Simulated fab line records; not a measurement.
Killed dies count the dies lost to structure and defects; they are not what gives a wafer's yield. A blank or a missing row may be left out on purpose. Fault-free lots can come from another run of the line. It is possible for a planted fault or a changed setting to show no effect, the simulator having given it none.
fab line records + flow berkeleyCmos170
record:
- lots: 6
- wafers: 18
- lastDay: 13
route steps=331 shown CONTACT@222 M3@331
lots that met no fault: taken from a fault-free run of the same line
startH: hours from the record's first day to the start of the lot's first wafer shown + waitH: hours elapsed since this lot's preceding step + " identical to the entry in the row above + L1.1+2: several wafers, shown together as one row + - value missing, or start not given + * or withheld: withheld + < > ~ a bound
route shown NAME@n: a module of which the file shows steps, and the number in the route of the first + usual: mean/standard deviation of fault-free wafers + same: alike in all rows + chamber/n: place in a boat + sites: each site's reading + _std_site: standard deviation across them + _edge_site: outer sites' mean less inner sites' + radiusMm: for every site, how far away it sits from the centre of the wafer + mask NAME#n: copy n + behind: the tool/chamber that last shaped the wafer + hold: cause of the lot's hold/its duration in hours/its outcome + device: names the non-switching transistor (n, p or np) + end of line: the route-end tests of the same wafers + step lacking rows: just its recipe + killed: not the wafer's yield, but the dies lost to structure and defects at the first sort + map: a wafer's dies, marking killed ones x, the rest . and places with no die _
set.NAME: the setting the step ran with; set.NAME@STEP: the setting that earlier step ran with + model.NAME: the simulator's own value behind a step, which no gauge read
lots at selected steps of the route; one table per step, one row per wafer
services: from which hour (startH, from the record's first day; less than 0 if before it) a tool's chamber was out of use, for how many hours, and why
== steps ==
step: UCB170_CONTACT_STRIP_06
recipe:
- chemistry: O2
- powerW: 400
- pressureMtorr: 3500
- platenTempC: withheld
- o2FlowSccm: 400
- overashFraction: 0.5
usual:
- drypumpMotorCurrentA: 5.8/0.31
- oesProductAu: 0.734/0.0045
- stripTimeToEndpointS: 22.01/0.069
| lot.wafer | tool           | chamber | startH | waitH | drypumpMotorCurrentA | oesProductAu | rfHoursCounterH | stripTimeToEndpointS |
|-----------|----------------|---------|--------|-------|----------------------|--------------|-----------------|----------------------|
| L225.4    | plasmaAsher-04 | 1       | 187.76 | 0.1   | 5.9                  | 0.741        | -               | 22.00                |
| L225.5    | "              | 1       | "      | "     | 5.9                  | 0.734        | -               | 21.98                |
| L225.6    | "              | 0       | "      | "     | 6.3                  | 0.726        | -               | 21.92                |
| L227.2    | plasmaAsher-04 | 1       | 196.27 | 0.1   | 5.9                  | 0.740        | 44              | 22.08                |
| L227.4    | "              | 1       | "      | "     | 6.0                  | 0.736        | -               | 22.08                |
| L227.6    | "              | 0       | "      | "     | 6.3                  | 0.735        | -               | 22.06                |
| L235.2    | plasmaAsher-03 | 1       | 236.91 | 0.1   | 5.5                  | 0.726        | 53              | 22.01                |
| L235.3    | "              | 1       | "      | "     | 5.6                  | 0.730        | -               | 22.07                |
| L235.4    | "              | 0       | "      | "     | 5.8                  | 0.734        | -               | 22.11                |
| L241.2    | plasmaAsher-03 | 1       | 263.53 | 0.1   | 5.5                  | 0.731        | 57              | 22.01                |
| L241.4    | "              | 1       | "      | "     | 5.5                  | 0.739        | -               | 22.03                |
| L241.6    | "              | 1       | "      | "     | 5.5                  | 0.738        | -               | 21.92                |
| L240.2    | plasmaAsher-04 | 1       | 265.26 | 0.1   | 5.9                  | 0.738        | 52              | 22.00                |
| L240.3    | "              | 1       | "      | "     | 5.9                  | 0.743        | -               | 21.97                |
| L240.5    | "              | 1       | "      | "     | 5.9                  | 0.733        | -               | 21.99                |
| L244.3    | plasmaAsher-04 | 0       | 276.93 | 0.1   | 6.4                  | 0.739        | -               | 21.96                |
| L244.4    | "              | 1       | "      | "     | 5.9                  | 0.724        | -               | 21.95                |
| L244.6    | "              | 1       | "      | "     | 5.9                  | 0.738        | -               | 21.91                |
step: UCB170_CONTACT_CLEAN_07
recipe:
- chemistry: SPM
- tempC: 120
- timeS: 600
step: UCB170_CONTACT_RTA_08
recipe:
- tempC: 900
- timeS: 10
- ambient: N2
usual:
- lampPowerPct: 27.7/2.4
- wafer_temp_C_max: 905.4/1.9
| lot.wafer | tool         | chamber | startH | waitH | lampPowerPct | wafer_temp_C_max |
|-----------|--------------|---------|--------|-------|--------------|------------------|
| L225.4    | rtpAnneal-01 | 0       | 188.03 | 0.0   | 25.5         | 905.3            |
| L225.5    | "            | 0       | "      | "     | 25.6         | 906.5            |
| L225.6    | "            | 0       | "      | "     | 25.6         | 906.8            |
| L227.2    | rtpAnneal-02 | 0       | 196.55 | 0.0   | 30.3         | 903.4            |
| L227.4    | "            | 0       | "      | "     | 30.4         | 903.7            |
| L227.6    | "            | 0       | "      | "     | 30.4         | 904.1            |
| L235.2    | rtpAnneal-02 | 0       | 237.19 | 0.0   | 30.4         | 903.9            |
| L235.3    | "            | 0       | "      | "     | 30.4         | 903.6            |
| L235.4    | "            | 0       | "      | "     | 30.4         | 905.8            |
| L241.2    | rtpAnneal-01 | 0       | 263.82 | 0.0   | 25.5         | 907.6            |
| L241.4    | "            | 0       | "      | "     | 25.5         | 905.2            |
| L241.6    | "            | 0       | "      | "     | 25.5         | 906.5            |
| L240.2    | rtpAnneal-01 | 0       | 265.54 | 0.0   | 25.5         | 906.5            |
| L240.3    | "            | 0       | "      | "     | 25.5         | 906.2            |
| L240.5    | "            | 0       | "      | "     | 25.5         | 906.1            |
| L244.3    | rtpAnneal-01 | 0       | 277.90 | 0.0   | 25.5         | 905.4            |
| L244.4    | "            | 0       | "      | "     | 25.5         | 906.0            |
| L244.6    | "            | 0       | "      | "     | 25.5         | 904.1            |
step: UCB170_CONTACT_COAT_09
recipe:
- resist: BARC
- tempC: withheld
- timeS: withheld
- spinRpm: 3000
- resistThkNm: withheld
step: UCB170_CONTACT_COAT_10
recipe:
- resist: KrF
- spinRpm: 1500
- resistThkNm: 900
step: UCB170_CONTACT_SOFTBAKE_11
recipe:
- resist: KrF
- tempC: 130
- timeS: 60
step: UCB170_CONTACT_EXPOSE_12
recipe:
- maskId: CONT
- targetCdNm: 700
- na: 0.5
- sigmaOuter: 0.6
- sourceShape: conventional
- doseMj: 35
step: UCB170_CONTACT_PEB_13
recipe:
- pebTempC: 130
- pebTimeS: withheld
- resist: KrF
step: UCB170_CONTACT_DEVELOP_14
recipe:
- developer: TMAH
- developTimeS: 45
- resist: KrF
- devTempC: 21
step: UCB170_CONTACT_CD_MEAS_15
recipe:
- targetCdNm: 700
usual:
- cdNm: 699.6/1.5
| lot.wafer | tool     | chamber | startH | waitH | cdNm  |
|-----------|----------|---------|--------|-------|-------|
| L225.4    | cdSem-02 | -       | 190.14 | -     | 697.7 |
| L225.5    | "        | -       | "      | "     | 697.3 |
| L225.6    | "        | -       | "      | "     | 696.6 |
| L227.2    | cdSem-01 | -       | 197.93 | -     | 698.7 |
| L227.4    | "        | -       | "      | "     | 700.7 |
| L227.6    | "        | -       | "      | "     | 700.1 |
| L235.2    | cdSem-01 | -       | 238.84 | -     | 700.7 |
| L235.3    | "        | -       | "      | "     | 700.1 |
| L235.4    | "        | -       | "      | "     | 699.1 |
| L241.2    | cdSem-01 | -       | 265.21 | -     | 698.8 |
| L241.4    | "        | -       | "      | "     | 699.1 |
| L241.6    | "        | -       | "      | "     | 697.7 |
| L240.2    | cdSem-02 | -       | 266.62 | -     | 701.8 |
| L240.3    | "        | -       | "      | "     | 703.0 |
| L240.5    | "        | -       | "      | "     | 701.2 |
| L244.3    | cdSem-02 | -       | 279.97 | -     | 701.2 |
| L244.4    | "        | -       | "      | "     | 701.5 |
| L244.6    | "        | -       | "      | "     | 701.8 |
step: UCB170_CONTACT_OVL_MEAS_16
usual:
- CONTACT_OVL: -4/6.2
| lot.wafer | tool       | chamber | startH | waitH | CONTACT_OVL[nm] |
|-----------|------------|---------|--------|-------|-----------------|
| L225.4    | overlay-02 | -       | 190.21 | 0.1   | -1              |
| L225.5    | "          | -       | "      | "     | 4               |
| L225.6    | "          | -       | "      | "     | 0               |
| L227.2    | overlay-01 | -       | 198.04 | 0.1   | 3               |
| L227.4    | "          | -       | "      | "     | 0               |
| L227.6    | "          | -       | "      | "     | -2              |
| L235.2    | overlay-01 | -       | 238.95 | 0.1   | -5              |
| L235.3    | "          | -       | "      | "     | -1              |
| L235.4    | "          | -       | "      | "     | 0               |
| L241.2    | overlay-02 | -       | 265.31 | 0.1   | -1              |
| L241.4    | "          | -       | "      | "     | 5               |
| L241.6    | "          | -       | "      | "     | -4              |
| L240.2    | overlay-01 | -       | 266.73 | 0.1   | 8               |
| L240.3    | "          | -       | "      | "     | 11              |
| L240.5    | "          | -       | "      | "     | 3               |
| L244.3    | overlay-01 | -       | 280.06 | 0.1   | 3               |
| L244.4    | "          | -       | "      | "     | -3              |
| L244.6    | "          | -       | "      | "     | -7              |
step: UCB170_CONTACT_ETCH_17
recipe:
- chemistry: N2/H2
- targetDepthA: withheld
- overetchA: withheld
- target: BARC
- timeS: withheld
- sourceW: 500
- biasW: 97.8
- pressureMtorr: 30
- n2FlowSccm: 100
- h2FlowSccm: 200
usual:
- biasW: 97.81/0.29
- drypumpMotorCurrentA: 5.8/0.52
- oesProductAu: 0.991/0.017
- throttleValvePct: 13.38/0.14
| lot.wafer | tool       | chamber | startH | waitH | biasW | drypumpMotorCurrentA | oesProductAu | throttleValvePct |
|-----------|------------|---------|--------|-------|-------|----------------------|--------------|------------------|
| L225.4    | rieDiel-04 | 2       | 190.23 | 0.0   | 97.88 | 5.7                  | 0.963        | 13.33            |
| L225.5    | "          | 0       | "      | "     | 97.96 | 5.0                  | 0.996        | 13.41            |
| L225.6    | "          | 3       | "      | "     | 98.04 | 5.6                  | 0.985        | 13.12            |
| L227.2    | rieDiel-03 | 1       | 198.07 | 0.0   | 98.03 | 6.5                  | 0.997        | 13.32            |
| L227.4    | "          | 3       | "      | "     | 98.03 | 5.6                  | 0.997        | 13.27            |
| L227.6    | "          | 0       | "      | "     | 98.05 | 5.8                  | 1.001        | 13.32            |
| L235.2    | rieDiel-02 | 3       | 238.98 | 0.0   | 97.82 | 5.9                  | 0.990        | 13.46            |
| L235.3    | "          | 1       | "      | "     | 97.70 | 4.9                  | 0.976        | 13.43            |
| L235.4    | "          | 1       | "      | "     | 97.06 | 4.9                  | 0.974        | 13.43            |
| L241.2    | rieDiel-04 | 2       | 265.34 | 0.0   | 97.80 | 5.7                  | 0.963        | 13.34            |
| L241.4    | "          | 0       | "      | "     | 97.83 | 5.0                  | 0.982        | 13.35            |
| L241.6    | "          | 3       | "      | "     | 98.47 | 5.7                  | 0.974        | 13.13            |
| L240.2    | rieDiel-04 | 2       | 266.76 | 0.0   | 98.21 | 5.7                  | 0.957        | 13.33            |
| L240.3    | "          | 3       | "      | "     | 97.70 | 5.6                  | 0.986        | 13.14            |
| L240.5    | "          | 1       | "      | "     | 97.76 | 6.4                  | 0.986        | 13.40            |
| L244.3    | rieDiel-03 | 1       | 280.08 | 0.0   | 97.88 | 6.5                  | 1.009        | 13.29            |
| L244.4    | "          | 2       | "      | "     | 97.54 | 6.3                  | 1.045        | 13.26            |
| L244.6    | "          | 3       | "      | "     | 97.88 | 5.6                  | 1.001        | 13.28            |
step: UCB170_CONTACT_ETCH_18
recipe:
- chemistry: CHF3/CF4/Ar
- target: PSG
- stopOn: TiSi2
- CHF3_flow_sccm: 45
- cf4FlowSccm: 15
- Ar_flow_sccm: 150
- pressureMtorr: 200
- rfW: 700
- targetDepthA: 8400
- overEtchFrac: 0.2
- timeS: 195
usual:
- drypumpMotorCurrentA: 5.8/0.52
- oesProductAu: 0.883/0.011
- runLengthS: 223.2/0.38
- throttleValvePct: 6.94/0.099
| lot.wafer | tool       | chamber | startH | waitH | drypumpMotorCurrentA | oesProductAu | rfHoursCounterH | runLengthS | throttleValvePct | model.KrF_of_CONTACT_COAT_10.thkNm | model.CONTACT.cdNm |
|-----------|------------|---------|--------|-------|----------------------|--------------|-----------------|------------|------------------|------------------------------------|--------------------|
| L225.4    | rieDiel-04 | 2       | 190    | -     | 5.7                  | 0.886        | 119             | 223.1      | 6.94             | 700.8                              | 697.5              |
| L225.5    | "          | 0       | "      | "     | 5.0                  | 0.896        | -               | 223.0      | 6.99             | 701.9                              | 696.3              |
| L225.6    | "          | 3       | "      | "     | 5.6                  | 0.859        | -               | 223.5      | 6.81             | 694.7                              | 695.1              |
| L227.2    | rieDiel-03 | 1       | 198    | -     | 6.5                  | 0.894        | 6               | 223.6      | 6.87             | 697.5                              | 699.2              |
| L227.4    | "          | 3       | "      | "     | 5.6                  | 0.886        | 120             | 223.1      | 6.88             | 695.5                              | 700.6              |
| L227.6    | "          | 0       | "      | "     | 5.8                  | 0.875        | -               | 222.6      | 6.80             | 687.4                              | 701.2              |
| L235.2    | rieDiel-02 | 3       | 239    | -     | 5.9                  | 0.887        | 19              | 223.6      | 7.02             | 691.2                              | 700.6              |
| L235.3    | "          | 1       | "      | "     | 4.9                  | 0.904        | 64              | 223.2      | 6.94             | 697.3                              | 698.6              |
| L235.4    | "          | 1       | "      | "     | 4.9                  | 0.896        | -               | 223.1      | 6.93             | 694.7                              | 698.1              |
| L241.2    | rieDiel-04 | 2       | 265    | -     | 5.7                  | 0.665        | 122             | 379.1      | 6.94             | 548                                | 703.6              |
| L241.4    | "          | 0       | "      | "     | 5.0                  | 0.646        | 2               | 379.3      | 6.98             | 529.1                              | 705.6              |
| L241.6    | "          | 3       | "      | "     | 5.6                  | 0.643        | -               | 379.7      | 6.80             | 534                                | 702.1              |
| L240.2    | rieDiel-04 | 2       | 266    | -     | 5.7                  | 0.665        | 123             | 379.0      | 6.93             | 547.9                              | 706.2              |
| L240.3    | "          | 3       | "      | "     | 5.6                  | 0.652        | 49              | 379.7      | 6.80             | 542.7                              | 707.6              |
| L240.5    | "          | 1       | "      | "     | 6.4                  | 0.653        | -               | 379.1      | 7.07             | 534.7                              | 707.1              |
| L244.3    | rieDiel-03 | 1       | 280    | -     | 6.5                  | 0.901        | 10              | 223.2      | 6.85             | 690.5                              | 700.9              |
| L244.4    | "          | 2       | "      | "     | 6.3                  | 0.903        | 28              | 222.6      | 6.98             | 689.2                              | 701.3              |
| L244.6    | "          | 3       | "      | "     | 5.5                  | 0.902        | -               | 223.1      | 6.87             | 685.7                              | 700.3              |
step: UCB170_CONTACT_STRIP_19
recipe:
- chemistry: O2
- powerW: 400
- pressureMtorr: 3500
- platenTempC: withheld
- o2FlowSccm: 400
- overashFraction: 0.5
usual:
- drypumpMotorCurrentA: 5.8/0.34
- oesProductAu: 0.725/0.0047
| lot.wafer | tool           | chamber | startH | waitH | drypumpMotorCurrentA | oesProductAu | rfHoursCounterH |
|-----------|----------------|---------|--------|-------|----------------------|--------------|-----------------|
| L225.4    | plasmaAsher-02 | 1       | 190.43 | -     | 5.3                  | 0.728        | -               |
| L225.5    | "              | 0       | "      | "     | 5.8                  | 0.726        | -               |
| L225.6    | "              | 1       | "      | "     | 5.3                  | 0.726        | -               |
| L227.2    | plasmaAsher-02 | 0       | 198.24 | -     | 5.8                  | 0.725        | 42              |
| L227.4    | "              | 1       | "      | "     | 5.3                  | 0.728        | -               |
| L227.6    | "              | 1       | "      | "     | 5.3                  | 0.729        | -               |
| L235.2    | plasmaAsher-04 | 1       | 239.14 | -     | 6.0                  | 0.734        | 50              |
| L235.3    | "              | 0       | "      | "     | 6.3                  | 0.726        | -               |
| L235.4    | "              | 1       | "      | "     | 6.0                  | 0.724        | -               |
| L241.2    | plasmaAsher-04 | 1       | 265.51 | -     | 6.0                  | 0.720        | 52              |
| L241.4    | "              | 0       | "      | "     | 6.4                  | 0.724        | -               |
| L241.6    | "              | 1       | "      | "     | 5.9                  | 0.727        | -               |
| L240.2    | plasmaAsher-03 | 1       | 266.92 | -     | 5.5                  | 0.725        | 58              |
| L240.3    | "              | 0       | "      | "     | 5.8                  | 0.717        | -               |
| L240.5    | "              | 1       | "      | "     | 5.5                  | 0.729        | -               |
| L244.3    | plasmaAsher-04 | 0       | 280.28 | -     | 6.3                  | 0.722        | -               |
| L244.4    | "              | 1       | "      | "     | 5.9                  | 0.732        | -               |
| L244.6    | "              | 0       | "      | "     | 6.3                  | 0.737        | -               |
step: UCB170_CONTACT_CD_MEAS_90
recipe:
- targetCdNm: 700
usual:
- cdNm: 699.2/1.6
| lot.wafer | tool     | chamber | startH | waitH | cdNm  |
|-----------|----------|---------|--------|-------|-------|
| L225.4    | cdSem-01 | -       | 190.56 | 0.1   | 697.5 |
| L225.5    | "        | -       | "      | "     | 696.4 |
| L225.6    | "        | -       | "      | "     | 695.1 |
| L227.2    | cdSem-02 | -       | 198.36 | 0.1   | 699.6 |
| L227.4    | "        | -       | "      | "     | 700.2 |
| L227.6    | "        | -       | "      | "     | 700.9 |
| L235.2    | cdSem-01 | -       | 239.26 | 0.1   | 700.7 |
| L235.3    | "        | -       | "      | "     | 698.8 |
| L235.4    | "        | -       | "      | "     | 698.2 |
| L241.2    | cdSem-02 | -       | 265.63 | 0.1   | 703.7 |
| L241.4    | "        | -       | "      | "     | 705.9 |
| L241.6    | "        | -       | "      | "     | 702.1 |
| L240.2    | cdSem-02 | -       | 267.04 | 0.1   | 706.3 |
| L240.3    | "        | -       | "      | "     | 707.1 |
| L240.5    | "        | -       | "      | "     | 707.4 |
| L244.3    | cdSem-02 | -       | 280.81 | 0.5   | 700.7 |
| L244.4    | "        | -       | "      | "     | 701.3 |
| L244.6    | "        | -       | "      | "     | 700.1 |
step: UCB170_CONTACT_CLEAN_20
recipe:
- chemistry: SPM
- tempC: 120
- timeS: 600
step: UCB170_M3_PROBE_99
| lot.wafer | tool      | chamber | startH | waitH | model.etest.antennaContact.gateLog10ACm2 | model.etest.contactDiodeArray.leakLog10A | model.etest.contactPpoly.rcOhm | model.etest.contactNpoly.rcOhm | model.etest.contactPplus.rcOhm | model.etest.contactNplus.rcOhm | model.etest.antennaContact.vtShiftV |
|-----------|-----------|---------|--------|-------|------------------------------------------|------------------------------------------|--------------------------------|--------------------------------|--------------------------------|--------------------------------|-------------------------------------|
| L225.4    | prober-02 | -       | 211.22 | 0.2   | -8.072                                   | -11.54                                   | 1.634                          | 1.672                          | 1.656                          | 1.613                          | -0.007477                           |
| L225.5    | prober-02 | -       | 211.27 | 0.2   | -7.365                                   | -11.29                                   | 1.65                           | 1.669                          | 1.559                          | 1.61                           | -0.01339                            |
| L225.6    | prober-02 | -       | 211.32 | 0.2   | -7.24                                    | -11.44                                   | 1.649                          | 1.685                          | 1.584                          | 1.614                          | -0.009042                           |
| L227.2    | prober-02 | -       | 216.75 | 0.1   | -8.473                                   | -11.4                                    | 1.669                          | 1.681                          | 1.572                          | 1.582                          | -0.006759                           |
| L227.4    | prober-02 | -       | 216.85 | 0.2   | -8.322                                   | -11.6                                    | 1.688                          | 1.647                          | 1.617                          | 1.605                          | -0.009518                           |
| L227.6    | prober-02 | -       | 216.95 | 0.2   | -7.729                                   | -11.41                                   | 1.659                          | 1.722                          | 1.602                          | 1.641                          | -0.01577                            |
| L235.2    | prober-01 | -       | 254.78 | 0.1   | -8.115                                   | -11.68                                   | 1.666                          | 1.691                          | 1.696                          | 1.643                          | -0.005163                           |
| L235.3    | prober-01 | -       | 254.83 | 0.2   | -8.257                                   | -11.66                                   | 1.681                          | 1.663                          | 1.619                          | 1.646                          | -0.006199                           |
| L235.4    | prober-01 | -       | 254.88 | 0.2   | -8.236                                   | -11.29                                   | 1.722                          | 1.789                          | 1.598                          | 1.617                          | -0.009991                           |
| L241.2    | prober-02 | -       | 280.94 | 0.1   | -6.829                                   | -10.98                                   | 1.656                          | 1.567                          | 1.51                           | 1.494                          | -0.03407                            |
| L241.4    | prober-02 | -       | 281.04 | 0.2   | -6.483                                   | -10.93                                   | 1.634                          | 1.59                           | 1.541                          | 1.529                          | -0.04433                            |
| L241.6    | prober-02 | -       | 281.14 | 0.2   | -6.649                                   | -10.87                                   | 1.559                          | 1.601                          | 1.476                          | 1.449                          | -0.03883                            |
| L240.2    | prober-02 | -       | 286.61 | 0.1   | -6.47                                    | -11.05                                   | 1.542                          | 1.612                          | 1.52                           | 1.495                          | -0.03743                            |
| L240.3    | prober-02 | -       | 286.66 | 0.2   | -6.312                                   | -11.14                                   | 1.568                          | 1.557                          | 1.486                          | 1.518                          | -0.03253                            |
| L240.5    | prober-02 | -       | 286.76 | 0.2   | -6.052                                   | -11.02                                   | 1.571                          | 1.583                          | 1.469                          | 1.448                          | -0.04484                            |
| L244.3    | prober-02 | -       | 301.19 | 0.2   | -7.724                                   | -11.57                                   | 1.699                          | 1.686                          | 1.584                          | 1.577                          | -0.008167                           |
| L244.4    | prober-02 | -       | 301.24 | 0.2   | -7.726                                   | -11.48                                   | 1.626                          | 1.66                           | 1.579                          | 1.61                           | -0.009565                           |
| L244.6    | prober-02 | -       | 301.34 | 0.2   | -7.571                                   | -11.55                                   | 1.693                          | 1.717                          | 1.645                          | 1.625                          | -0.008744                           |
killed by level:class
L225.4 GATE:geometricParticle:short=1 CONTACT:geometricParticle:open=1
L225.5 GATE:geometricParticle:open=2 SCREENOX:geometricParticle:short=1 SPACER:geometricParticle:open=1
L225.6 PWELL:geometricParticle:short=1 WELLDRIVE:geometricParticle:open=1 ACTIVE:geometricParticle:open=1 GATE:geometricParticle:short=1 M1:geometricParticle:short=1
L227.2 GATE:geometricParticle:open=2 ACTIVE:geometricParticle:open=1 GATE:geometricParticle:short=1 M3:geometricParticle:short=1 M1:geometricParticle:short=1 M1:geometricParticle:open=1
L227.4 M2:geometricParticle:short=2 SPACER:geometricParticle:open=1
L227.6 M1:coatMicrobubblePrinted=2 SILICIDE:geometricParticle:open=1
L235.2 FIELD:geometricParticle:short=1
L235.3 SILICIDE:geometricParticle:short=1 M2:geometricParticle:open=1
L235.4 V1:geometricParticle:short=1 M3:geometricParticle:short=1
L240.2 FIELD:geometricParticle:short=1 GATE:geometricParticle:open=1
L240.3 START:geometricParticle:short=1 ACTIVE:geometricParticle:open=1
L240.5 WELLDRIVE:geometricParticle:short=1 GATE:geometricParticle:open=1
L244.3 FIELD:geometricParticle:short=1 SACOX:geometricParticle:short=1 SILICIDE:geometricParticle:short=1 SILICIDE:geometricParticle:open=1 NLDD:coatMicrobubblePrinted=1
L244.4 SPACER:geometricParticle:open=1 M2:geometricParticle:short=1
L244.6 SACOX:geometricParticle:short=1 SILICIDE:geometricParticle:short=1 M2:geometricParticle:short=1
== services ==
| tool           | chamber | startH | hours | kind          |
|----------------|---------|--------|-------|---------------|
| rtpAnneal-02   | -       | 184.02 | 5.5   | pm            |
| rieDiel-03     | 0       | 198.74 | 2.9   | repair        |
| rieDiel-04     | 0       | 205.69 | -     | clean         |
| rieDiel-04     | 0       | 205.69 | 20.1  | scheduledDown |
| rieDiel-04     | 0       | 205.69 | 20.1  | ventCycle     |
| rtpAnneal-01   | -       | 210.65 | 5.3   | pm            |
| rieDiel-04     | 2       | 222.04 | 20.2  | repair        |
| rieDiel-03     | 3       | 231.73 | 1.2   | repair        |
| rieDiel-02     | 2       | 233.23 | 14.0  | repair        |
| rieDiel-04     | 3       | 234.74 | 3.1   | repair        |
| rieDiel-02     | 3       | 255.19 | 11.5  | repair        |
| plasmaAsher-04 | -       | 258.23 | 6.5   | repair        |
| plasmaAsher-02 | -       | 260.85 | 8.1   | repair        |
| rieDiel-02     | 3       | 278.49 | 2.5   | repair        |
== key ==
firstSign:
- step: UCB170_CONTACT_ETCH_18
- reading: runLengthS
- direction: up
- sigmas: 99+
- usual: *
- struck: *
effect:
- step: UCB170_CONTACT_ETCH_18
- reading: oesProductAu
- direction: down
- sigmas: 21
- usual: 0.883
- struck: 0.654
effect:
- step: UCB170_CONTACT_CD_MEAS_90
- reading: cdNm
- direction: up
- sigmas: 3.8
- usual: 699.2
- struck: 705.4
modelEffect:
- step: UCB170_CONTACT_ETCH_18
- value: KrF_of_CONTACT_COAT_10.thkNm
- without: 693.9
- struck: 539.4
modelEffect:
- step: UCB170_M3_PROBE_99
- value: etest.antennaContact.gateLog10ACm2
- without: -7.73
- struck: -6.466
metAt UCB170_CONTACT_ETCH_18
struckWafers L240.2,L240.3,L240.5,L241.2,L241.4,L241.6
sortLeftOut L241.2,L241.4,L241.6
testerLeftOut L240,L241
onsetBetween 190 265
fault:
- kind: processParameterDrift
- tool: rieDiel-04
- chamber: -
- onsetH: 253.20
- steps: UCB170_CONTACT_ETCH_18
- channel: timeS
- offset: *
- shape: step
- endH: 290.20
- actsIn: *
- stated: *
testerLeftOut: of these lots the tester's yield and bins aren't shown, on N5 and GAA mostly nor the transistor test; their killed dies are dies lost to structure and defects alone, not to doping, threshold or leakage, so they don't give the yield
sortLeftOut: the simulated sort isn't trusted on such a fault, so these wafers' sort isn't shown, and their yield isn't known
